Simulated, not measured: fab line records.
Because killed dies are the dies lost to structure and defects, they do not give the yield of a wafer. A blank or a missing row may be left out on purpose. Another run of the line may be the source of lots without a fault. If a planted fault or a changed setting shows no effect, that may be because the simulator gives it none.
What tool caused it? + flow berkeley cmos170 + Sampling: 13 lots, 39 wafers, 2 of 331 route steps

== WHAT THE GAUGES READ, wafer by wafer ==
UCB170_M3_CD_MEAS_90 targets a cd of 700 nm.
| lot  | measured     | on        | cd nm (nm)        |
|------|--------------|-----------|-------------------|
| L719 | day 9 03:36  | cd sem-02 | 698.5 696.3 697.4 |
| L718 | day 9 04:26  | cd sem-02 | 693.5 697.5 693.6 |
| L717 | day 9 05:19  | cd sem-01 | 701.4 701.1 699.1 |
| L720 | day 9 22:59  | cd sem-02 | 701.0 698.2 702.5 |
| L722 | day 10 01:19 | cd sem-01 | 701.2 697.7 701.2 |
| L729 | day 11 01:25 | cd sem-02 | 692.2 695.8 696.6 |
| L732 | day 11 22:58 | cd sem-01 | 700.7 700.4 697.8 |
| L731 | day 12 00:22 | cd sem-01 | 697.5 700.8 695.9 |
| L733 | day 12 01:50 | cd sem-02 | 699.2 700.7 701.7 |
| L735 | day 12 11:14 | cd sem-02 | 698.3 697.6 695.5 |
| L736 | day 13 03:17 | cd sem-01 | 697.9 696.9 699.6 |
| L739 | day 13 04:42 | cd sem-02 | 699.7 701.0 695.4 |
| L737 | day 13 05:04 | cd sem-01 | 698.9 703.1 698.7 |

== WHAT TOOL EACH LOT RAN ON (gives the tool, then ch and the chambers of the sampled wafers, and finally the start) ==
| lot  | UCB170_M3_ETCH_17                  |
|------|------------------------------------|
| L719 | rie diel-04 ch 1,2, day 9 03:16    |
| L718 | rie diel-04 ch 0,2,3, day 9 04:06  |
| L717 | rie diel-01 ch 0,1, day 9 04:58    |
| L720 | rie diel-04 ch 0,1,2, day 9 22:39  |
| L722 | rie diel-04 ch 0,2,3, day 10 00:58 |
| L729 | rie diel-04 ch 0,1,3, day 11 01:05 |
| L732 | rie diel-03 ch 0,1, day 11 22:38   |
| L731 | rie diel-01 ch 0,1, day 12 00:00   |
| L733 | rie diel-03 ch 0,1,3, day 12 01:31 |
| L735 | rie diel-03 ch 1,3, day 12 10:40   |
| L736 | rie diel-01 ch 0,1,2, day 13 02:57 |
| L739 | rie diel-01 ch 1,3, day 13 04:21   |
| L737 | rie diel-03 ch 0,2,3, day 13 04:41 |
- UCB170_M3_ETCH_17: etches BARC in N2/H2.

== AS READ BY THE TOOLS THEMSELVES (means over the sampled wafers that have a number; for cases with no such wafer, the mark the record gives instead) ==
UCB170_M3_ETCH_17.
| lot  | tool        | drypump motor current A (A) | oes product au (a.u.) | throttle valve pct (%) |
|------|-------------|-----------------------------|-----------------------|------------------------|
| L719 | rie diel-04 | 5.8                         | 1.016                 | 13.52                  |
| L718 | rie diel-04 | 6.0                         | 0.995                 | 13.35                  |
| L717 | rie diel-01 | 5.4                         | 0.987                 | 13.50                  |
| L720 | rie diel-04 | 6.0                         | 0.995                 | 13.43                  |
| L722 | rie diel-04 | 6.0                         | 0.991                 | 13.34                  |
| L729 | rie diel-04 | 5.7                         | 1.087                 | 13.54                  |
| L732 | rie diel-03 | 5.9                         | 0.992                 | 13.07                  |
| L731 | rie diel-01 | 5.8                         | 0.993                 | 13.44                  |
| L733 | rie diel-03 | 5.8                         | 1.013                 | 13.18                  |
| L735 | rie diel-03 | 5.8                         | 1.015                 | 13.31                  |
| L736 | rie diel-01 | 5.5                         | 1.000                 | 13.44                  |
| L739 | rie diel-01 | 5.9                         | 0.996                 | 13.39                  |
| L737 | rie diel-03 | 5.9                         | 1.002                 | 13.23                  |

== THE ANSWER, worked out from the rows above alone ==
Rule: usual is defined by the lots themselves. Put in order of their means at a reading, lots are off if they are a third of the lots or fewer, leave a main group of 4 or more, and stand apart from it by a gap of 3 or more times the standard deviation of the main group's means; of several such gaps the widest counts. A main group whose means are all the same, to the digits that the tables above print for the reading, isn't used. A lot without any number at a reading at which 4 lots or more have one is off too. All remaining lots with rows at the step are treated as sound. The gauges are gone through in route order, then the tools' own readings, and for those a lot's mean is taken as printed above. At the first step where some lot is off, the reading lying furthest off is the one used; lots without a number count as furthest.
Off, at UCB170_M3_ETCH_17 on oes product au: L729. The main group has a mean of 1.000 a.u. with a standard deviation of 0.0095.
If a tool, at that step or one of the process steps before it, ran each lot that is off and ran no sound lot following the first of them, it fits. One fits: rie diel-04 at UCB170_M3_ETCH_17. Its last sound lot is L722 (day 10 00:58), its first lot that is off L729 (day 11 01:05): a fault that began between those two fits.
The tool's own readings at UCB170_M3_ETCH_17 bear it out: on the lots that are off they differ by more than 5 times the standard deviation of the sound lots' means. oes product au reads 1.087 a.u. there against 1.000 a.u. on the sound lots.

== WHAT THE SIMULATOR HAD INSERTED ==
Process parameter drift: rie diel-04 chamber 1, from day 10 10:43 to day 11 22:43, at UCB170_M3_ETCH_17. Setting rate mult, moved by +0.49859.
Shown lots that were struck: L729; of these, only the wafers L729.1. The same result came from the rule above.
